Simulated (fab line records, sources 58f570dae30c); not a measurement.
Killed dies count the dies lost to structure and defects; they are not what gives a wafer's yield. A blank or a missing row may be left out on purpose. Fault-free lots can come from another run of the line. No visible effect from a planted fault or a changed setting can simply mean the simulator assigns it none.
Which tool did it? -- flow berkeleyCmos170 -- 6 lots, 18 wafers sampled, at 3 steps of a route of 331

== WHAT EACH GAUGE READ, for each wafer ==
UCB170_V2_THK_MEAS_04.
lot,measured,on,V2_POLISHED_THK (nm)
L618,day 9 00:55,filmMetro-01,1002.7 1002.4 1003.5
L619,day 9 10:57,filmMetro-01,1002.0 1002.0 1002.8
L621,day 9 19:46,filmMetro-01,999.6 999.2 1000.7
L625,day 10 09:16,filmMetro-04,1000.2 998.6 999.1
L630,day 11 11:17,filmMetro-03,1000.0 1001.0 1001.9
L636,day 12 18:08,filmMetro-01,999.8 1000.6 1001.0

== WHICH TOOL RAN EACH LOT (tool, then ch and the chambers of the sampled wafers, then the start) ==
lot,UCB170_M2_STRIP_07,UCB170_V2_CMP_02
L618,"plasmaAsher-01 ch 1, day 8 22:29","cmp-02 ch 1,3, day 9 00:32"
L619,"plasmaAsher-03 ch 0,1, day 9 08:33","cmp-02 ch 0,1, day 9 10:32"
L621,"plasmaAsher-04 ch 0,1, day 9 17:11","cmp-01 ch 0,2,3, day 9 19:20"
L625,"plasmaAsher-03 ch 0,1, day 10 05:23","cmp-01 ch 1,2,3, day 10 08:50"
L630,"plasmaAsher-01 ch 0,1, day 11 08:56","cmp-02 ch 2,3, day 11 10:52"
L636,"plasmaAsher-04 ch 0,1, day 12 14:54","cmp-02 ch 1,2,3, day 12 17:43"
- UCB170_M2_STRIP_07: strips in O2.
- UCB170_V2_CMP_02: polishes SiO2.

== THE ANSWER, worked out from the rows above alone ==
Rule: usual is defined by the lots themselves. The widest of any qualifying gaps counts: lots, ordered by their means at a reading, are off when they make up no more than a third of the lots, leave a main group of 4 or more, and stand apart from it by 3 or more times the standard deviation of that group's means. A main group is skipped when, at the precision printed for the reading in the tables above, its means are all equal. Also off: a lot with no number at a reading for which 4 or more lots have one. All remaining lots with rows at the step are treated as sound.
No lot is off at any reading shown: from this, nothing can be told.

== WHAT WAS PUT IN BY THE SIMULATOR ==
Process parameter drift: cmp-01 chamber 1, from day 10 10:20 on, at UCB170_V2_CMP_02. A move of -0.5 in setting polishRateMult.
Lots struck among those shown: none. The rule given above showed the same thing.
